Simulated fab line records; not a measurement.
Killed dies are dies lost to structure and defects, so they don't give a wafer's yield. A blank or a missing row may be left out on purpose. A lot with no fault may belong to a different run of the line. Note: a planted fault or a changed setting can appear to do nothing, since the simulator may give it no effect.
Comparing a struck lot with a sound one -- flow rit_cmos -- 14 steps out of a route of 202
Sound: wafers L922.1, L922.2, L922.6. The struck wafers were L907.2, L907.4, L907.6. The cause is named last.
For every step that has rows: the tool of each side, followed by ch and its chambers, followed by its first start. Under that, the readings that differ: sound wafers -- struck wafers -- difference of the means -- sigmas: that difference in standard deviations of wafers without a fault.
alike: words and numbers the same on both sides, and readings whose means are apart by under 2 such deviations; not compared: readings that were withheld, readings missing a value for some wafer, numbers with overlapping values and no deviation given by the record, and bounds like >300 which may hide the same value.
A row with sigmas, a row that says differs or no value, or rows on one side alone: a step with any of these is where the two part. Numbers that have no deviation but don't overlap get no sigmas and don't part them. A reading that every wafer of one side lacks parts them only if that side has two wafers or more.

first, 1 step without rows for these wafers: RIT_PRETRO_IMPLANT_08.
RIT_PRETRO_STRIP_09: strips in O2, time 180 s.
  sound on plasma_asher-02 ch 0,1, day 6 11:36; struck on plasma_asher-03 ch 0,1, day 3 08:51
  alike: drypump_motor_current_A
  not compared: rf_hours_counter_h
RIT_PRETRO_TW_MEAS_10:
  sound: film_metro-04 at day 6 11:47; struck: film_metro-02 at day 3 09:02
  alike: PRETRO_TW
then, 5 steps without rows for these wafers: RIT_GATE_WET_ETCH_00 (etches SiO2 in BOE, target depth 56 nm, time 60 s); RIT_GATE_CLEAN_01 (cleans in SC1, time 600 s); RIT_GATE_CLEAN_02 (cleans in dHF, time 30 s); RIT_GATE_CLEAN_03 (cleans in SC2, time 600 s); RIT_GATE_CLEAN_04 (cleans in dHF, time 60 s).
RIT_FOX2_THK_MEAS_91:
  sound: film_metro-03 at day 6 12:44; struck: film_metro-03 at day 3 09:31
reading,sound,struck,difference,sigmas
FIELD_OXIDE_LEFT_2_THK (nm),243 241 236,266 273 268,+29,+4
then, 2 steps without rows for these wafers: RIT_GATE_OXIDATION_05 (target thk 3 nm, ox time 270 s); RIT_GATE_ANNEAL_06 (time 600 s).
RIT_GATE_THK_MEAS_07:
  sound: film_metro-02 at day 6 14:56; struck: film_metro-03 at day 3 13:48
  alike: GATE_OXIDE_THK
RIT_GATE_CVD_08: deposits poly-Si from SiH4, target thk 250 nm, time 2220 s.
  sound on lpcvd-01 ch 0, day 6 15:00; struck on lpcvd-02 ch 1, day 3 13:51
reading,sound,struck,difference,sigmas
sih4_flow_sccm (sccm),100.18 100.40 100.09,50.04 49.80 50.18,-50.22,-99 or more
model.poly-Si_of_GATE_CVD_08.thk_nm (nm),253.4 252.4 252.2,125.4 125.9 125.3,-127.1,
RIT_GATE_THK_MEAS_09:
  sound: film_metro-02 at day 6 16:37; struck: film_metro-03 at day 3 15:44
reading,sound,struck,difference,sigmas
GATE_POLY_THK (nm),253.4 252.5 252.4,125.3 125.9 125.3,-127.3,-49
  not compared: hold

== WHERE THEY PART ==
First at RIT_FOX2_THK_MEAS_91; last, within this record, at RIT_GATE_THK_MEAS_09.

WHY: what the simulator had put in
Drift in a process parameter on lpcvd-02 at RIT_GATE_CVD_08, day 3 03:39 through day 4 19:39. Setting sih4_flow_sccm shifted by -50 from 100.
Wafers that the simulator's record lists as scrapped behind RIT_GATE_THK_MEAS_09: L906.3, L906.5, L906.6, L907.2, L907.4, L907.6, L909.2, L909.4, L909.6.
